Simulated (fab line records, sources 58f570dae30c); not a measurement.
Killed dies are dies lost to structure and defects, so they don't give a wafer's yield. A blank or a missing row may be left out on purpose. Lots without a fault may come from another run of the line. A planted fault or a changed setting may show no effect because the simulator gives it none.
Tool commonality check | flow berkeley_cmos170 | 14 lots, 42 wafers sampled

WHY IT WAS OPENED
At UCB170_NWELL_TW_MEAS_16 the reading NWELL_TW is flagged on 2 of 14 lots. Wafers without a fault read 1239, standard deviation 12.
Rule: a lot is flagged when every wafer of it that has a number lies more than 4 standard deviations from that mean, or none has a number. The other lots count as sound.

lot  | measured    | on            | NWELL_TW, wafer by wafer | flag
L357 | day 2 07:59 | film_metro-04 | 1261 1256 1257           |
L358 | day 2 11:15 | film_metro-04 | 1261 1260 1260           |
L360 | day 2 22:34 | film_metro-04 | 1253 1256 1261           |
L361 | day 3 04:14 | film_metro-04 | 1245 1244 1246           |
L364 | day 3 19:12 | film_metro-04 | 1243 1249 1248           |
L365 | day 4 04:31 | film_metro-02 | 1228 1234 1232           |
L366 | day 4 09:37 | film_metro-02 | 1233 1233 1233           |
L367 | day 4 14:00 | film_metro-02 | 1226 1225 1230           |
L368 | day 4 20:41 | film_metro-04 | 1249 1249 1249           |
L369 | day 5 00:08 | film_metro-01 | 1220 1216 1223           |
L370 | day 5 07:04 | film_metro-02 | 1235 1232 1232           |
L373 | day 5 19:12 | film_metro-02 | 1227 1229 1232           |
L375 | day 6 04:05 | film_metro-01 | 406 399 406              | FLAGGED
L379 | day 6 23:19 | film_metro-01 | 365 379 365              | FLAGGED
The numbers of the flagged lots are 387 on average: -852 against the usual, or -71 standard deviations.

WHICH TOOL RAN EACH LOT
The record holds 1 process step before the reading, out of a route of 331 steps. In each cell: the tool, then ch and the chambers that the sampled wafers went through, then the start.
lot  | flag    | UCB170_NWELL_DEVELOP_11
L357 |         | litho_track-01 ch 0, day 2 07:00
L358 |         | litho_track-02 ch 0, day 2 10:00
L360 |         | litho_track-03 ch 0, day 2 22:00
L361 |         | litho_track-03 ch 0, day 3 03:00
L364 |         | litho_track-01 ch 0, day 3 18:00
L365 |         | litho_track-02 ch 0, day 4 04:00
L366 |         | litho_track-01 ch 0, day 4 09:00
L367 |         | litho_track-01 ch 0, day 4 13:00
L368 |         | litho_track-03 ch 0, day 4 20:00
L369 |         | litho_track-03 ch 0, day 4 23:00
L370 |         | litho_track-03 ch 0, day 5 06:00
L373 |         | litho_track-01 ch 0, day 5 18:00
L375 | FLAGGED | litho_track-02 ch 0, day 6 03:00
L379 | FLAGGED | litho_track-02 ch 0, day 6 22:00
What these steps do:
- UCB170_NWELL_DEVELOP_11: develop time 45 s.
- UCB170_NWELL_TW_MEAS_16

FLAGGED OVER TOTAL, TOOL BY TOOL (the gauges that took the reading come last)
step                    | tool           | lots run | flagged | share of the flagged lots | sound lots run after its first flagged lot
UCB170_NWELL_DEVELOP_11 | litho_track-01 | 5        | 0       | none                      | -
UCB170_NWELL_DEVELOP_11 | litho_track-02 | 4        | 2       | all                       | 0
UCB170_NWELL_DEVELOP_11 | litho_track-03 | 5        | 0       | none                      | -
UCB170_NWELL_TW_MEAS_16 | film_metro-01  | 3        | 2       | all                       | 0
UCB170_NWELL_TW_MEAS_16 | film_metro-02  | 5        | 0       | none                      | -
UCB170_NWELL_TW_MEAS_16 | film_metro-04  | 6        | 0       | none                      | -

WHAT THE TABLE ALLOWS
2 rows of the table ran every flagged lot: litho_track-02 at UCB170_NWELL_DEVELOP_11, film_metro-01 at UCB170_NWELL_TW_MEAS_16.
- litho_track-02 at UCB170_NWELL_DEVELOP_11: 2 of its 4 lots flagged. Its last sound lot is L365 (day 4 04:00), its first flagged lot L375 (day 6 03:00): a fault that began between those two fits.
- film_metro-01 at UCB170_NWELL_TW_MEAS_16: 2 of its 3 lots flagged. Its last sound lot is L369 (day 5 00:08), its first flagged lot L375 (day 6 04:05): a fault that began between those two fits.
Counting lots can't tell these 2 tools apart, because each fits a fault that began at some hour. More lots, or a look at what each step does to the wafer, might.

WHAT THE SIMULATOR HAD PUT IN
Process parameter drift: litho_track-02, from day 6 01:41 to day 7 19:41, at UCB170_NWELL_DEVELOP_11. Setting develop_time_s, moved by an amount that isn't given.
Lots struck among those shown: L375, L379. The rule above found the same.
